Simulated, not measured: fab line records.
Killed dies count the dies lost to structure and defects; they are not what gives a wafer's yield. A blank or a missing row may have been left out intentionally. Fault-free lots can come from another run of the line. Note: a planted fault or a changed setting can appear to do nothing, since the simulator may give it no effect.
Which of the tools did it? | flow berkeley cmos170 | Sampling: 15 lots, 45 wafers, 4 of 331 route steps

WHAT THE GAUGES SHOWED, per wafer
UCB170_START_BOW_MEAS_00.
lot  | measured    | on            | INCOMING_BOW (um)
L129 | day 1 10:00 | film metro-01 | 0 -3 -2
L130 | day 1 15:00 | film metro-01 | 9 -2 -3
L131 | day 1 20:00 | film metro-03 | 1 11 -9
L132 | day 2 01:00 | film metro-03 | 4 7 8
L133 | day 2 06:02 | film metro-03 | 5 -8 -14
L134 | day 2 11:00 | film metro-03 | 0 9 5
L135 | day 2 16:01 | film metro-03 | -13 9 2
L136 | day 2 21:00 | film metro-03 | 2 8 13
L137 | day 3 02:00 | film metro-02 | 8 2 0
L140 | day 3 17:00 | film metro-02 | 4 2 -8
L142 | day 4 03:01 | film metro-02 | -2 -8 11
L143 | day 4 08:00 | film metro-03 | -7 -4 8
L146 | day 4 23:01 | film metro-03 | 9 15 6
L147 | day 5 04:02 | film metro-01 | 4 -5 -1
L148 | day 5 09:01 | film metro-03 | 0 0 -5

UCB170_V1_CD_MEAS_12 targets a cd of 700 nm.
lot  | measured     | on        | cd nm (nm)
L129 | day 7 09:01  | cd sem-01 | 699.3 701.7 701.3
L130 | day 7 09:34  | cd sem-01 | 701.9 702.6 701.6
L131 | day 7 18:15  | cd sem-01 | 698.9 699.7 700.8
L132 | day 8 08:22  | cd sem-02 | 697.9 696.9 698.4
L133 | day 8 02:33  | cd sem-01 | 701.9 700.7 700.0
L134 | day 8 02:13  | cd sem-02 | 698.8 698.9 699.0
L135 | day 9 03:10  | cd sem-02 | 697.5 697.7 699.0
L136 | day 9 03:25  | cd sem-02 | 699.2 699.2 698.3
L137 | day 9 03:08  | cd sem-01 | 698.7 701.0 700.4
L140 | day 9 16:50  | cd sem-01 | 701.1 700.8 701.5
L142 | day 10 08:41 | cd sem-02 | 701.4 699.6 701.2
L143 | day 10 08:54 | cd sem-01 | 700.8 700.0 699.2

TOOL THAT RAN EACH LOT (tool first, then ch and the chambers of the sampled wafers, then the start)
lot  | UCB170_CONTACT_CVD_01       | UCB170_CONTACT_STRIP_06
L129 | lpcvd-01 ch 0, day 6 18:03  | plasma asher-01 ch 0,1, day 6 20:20
L130 | lpcvd-01 ch 0, day 6 18:03  | plasma asher-03 ch 0,1, day 6 20:20
L131 | lpcvd-02 ch 1, day 7 03:10  | plasma asher-02 ch 0,1, day 7 05:27
L132 | lpcvd-01 ch 1, day 7 16:26  | plasma asher-01 ch 0,1, day 7 18:43
L133 | lpcvd-01 ch 0, day 7 14:38  | plasma asher-03 ch 0,1, day 7 16:58
L134 | lpcvd-02 ch 1, day 7 15:07  | plasma asher-02 ch 0,1, day 7 17:24
L135 | lpcvd-01 ch 1, day 8 14:37  | plasma asher-02 ch 0,1, day 8 16:54
L136 | lpcvd-01 ch 0, day 8 16:23  | plasma asher-02 ch 0,1, day 8 18:42
L137 | lpcvd-01 ch 1, day 8 16:23  | plasma asher-01 ch 0, day 8 18:42
L140 | lpcvd-02 ch 0, day 9 00:53  | plasma asher-02 ch 0,1, day 9 03:25
L142 | lpcvd-01 ch 0, day 9 19:51  | plasma asher-03 ch 0,1, day 9 22:09
L143 | lpcvd-02 ch 0, day 9 20:43  | plasma asher-03 ch 0,1, day 9 23:01
L146 | lpcvd-01 ch 1, day 10 17:39 | -
L147 | lpcvd-02 ch 1, day 10 18:08 | -
L148 | lpcvd-02 ch 0, day 11 03:32 | -
- UCB170_CONTACT_CVD_01: deposits PSG from SiH4/O2/PH3, target thk 700 nm, time 2820 s.
- UCB170_CONTACT_STRIP_06: strips in O2.

WHAT THE TOOLS THEMSELVES READ (means of the sampled wafers that have a number; where no wafer has one, the mark that the record gives instead)
UCB170_CONTACT_CVD_01.
lot  | tool     | o2 flow sccm (sccm) | ph3 flow sccm (sccm) | spike tc centre C (C) | spike tc load C (C)
L129 | lpcvd-01 | 90.02               | 25.05                | 452.8                 | 465.1
L130 | lpcvd-01 | 89.87               | 25.06                | 452.5                 | 465.5
L131 | lpcvd-02 | 89.92               | 25.01                | 453.1                 | 471.2
L132 | lpcvd-01 | 89.78               | 25.01                | 452.1                 | 465.4
L133 | lpcvd-01 | 90.07               | 25.00                | 453.0                 | 465.5
L134 | lpcvd-02 | 90.23               | 25.04                | 453.1                 | 470.8
L135 | lpcvd-01 | 89.99               | 25.00                | 452.1                 | 464.6
L136 | lpcvd-01 | 90.10               | 24.94                | 452.6                 | 466.3
L137 | lpcvd-01 | 90.05               | 24.93                | 452.2                 | 465.3
L140 | lpcvd-02 | 89.95               | 25.01                | 453.3                 | 468.4
L142 | lpcvd-01 | 89.83               | 25.01                | 453.4                 | 464.2
L143 | lpcvd-02 | 89.79               | 25.05                | 453.6                 | 468.9
L146 | lpcvd-01 | -                   | -                    | -                     | -
L147 | lpcvd-02 | -                   | -                    | -                     | -
L148 | lpcvd-02 | -                   | -                    | -                     | -

UCB170_CONTACT_STRIP_06.
lot  | tool            | drypump motor current A (A) | oes product au (a.u.) | strip time to endpoint s (s)
L129 | plasma asher-01 | 6.2                         | 0.738                 | 22.00
L130 | plasma asher-03 | 5.2                         | 0.736                 | 22.02
L131 | plasma asher-02 | 5.5                         | 0.737                 | 22.03
L132 | plasma asher-01 | 6.2                         | 0.735                 | 22.07
L133 | plasma asher-03 | 5.2                         | 0.733                 | 22.12
L134 | plasma asher-02 | 5.4                         | 0.736                 | 22.00
L135 | plasma asher-02 | 5.2                         | 0.731                 | 21.99
L136 | plasma asher-02 | 5.4                         | 0.733                 | 22.01
L137 | plasma asher-01 | 6.1                         | 0.734                 | 22.05
L140 | plasma asher-02 | 5.2                         | 0.738                 | 21.90
L142 | plasma asher-03 | 5.2                         | 0.732                 | 21.98
L143 | plasma asher-03 | 5.2                         | 0.731                 | 22.02

THE ANSWER, worked out from the rows above alone
Rule: what is usual is taken from the lots themselves. The widest of any qualifying gaps counts: lots, ordered by their means at a reading, are off when they make up no more than a third of the lots, leave a main group of 4 or more, and stand apart from it by 3 or more times the standard deviation of that group's means. Not used: any main group whose means are identical at the precision the tables above print for the reading. A lot without any number at a reading at which 4 lots or more have one is off too. Any other lot the step has rows for is counted as sound. Order of review: gauges by route order, followed by the tools' own readings, for which a lot's mean as printed above is used. At the first step where some lot is off, the reading lying furthest off is the one used; lots without a number count as furthest.
Off: L146, L147, L148, at UCB170_CONTACT_CVD_01 (o2 flow sccm). Without a number there: L146, L147, L148. Mean 89.97 sccm and standard deviation 0.13 in the main group.
If a tool, at that step or one of the process steps before it, ran each lot that is off and ran no sound lot following the first of them, it fits. No candidate that was tried fits.

WHAT THE SIMULATOR HAD INSERTED
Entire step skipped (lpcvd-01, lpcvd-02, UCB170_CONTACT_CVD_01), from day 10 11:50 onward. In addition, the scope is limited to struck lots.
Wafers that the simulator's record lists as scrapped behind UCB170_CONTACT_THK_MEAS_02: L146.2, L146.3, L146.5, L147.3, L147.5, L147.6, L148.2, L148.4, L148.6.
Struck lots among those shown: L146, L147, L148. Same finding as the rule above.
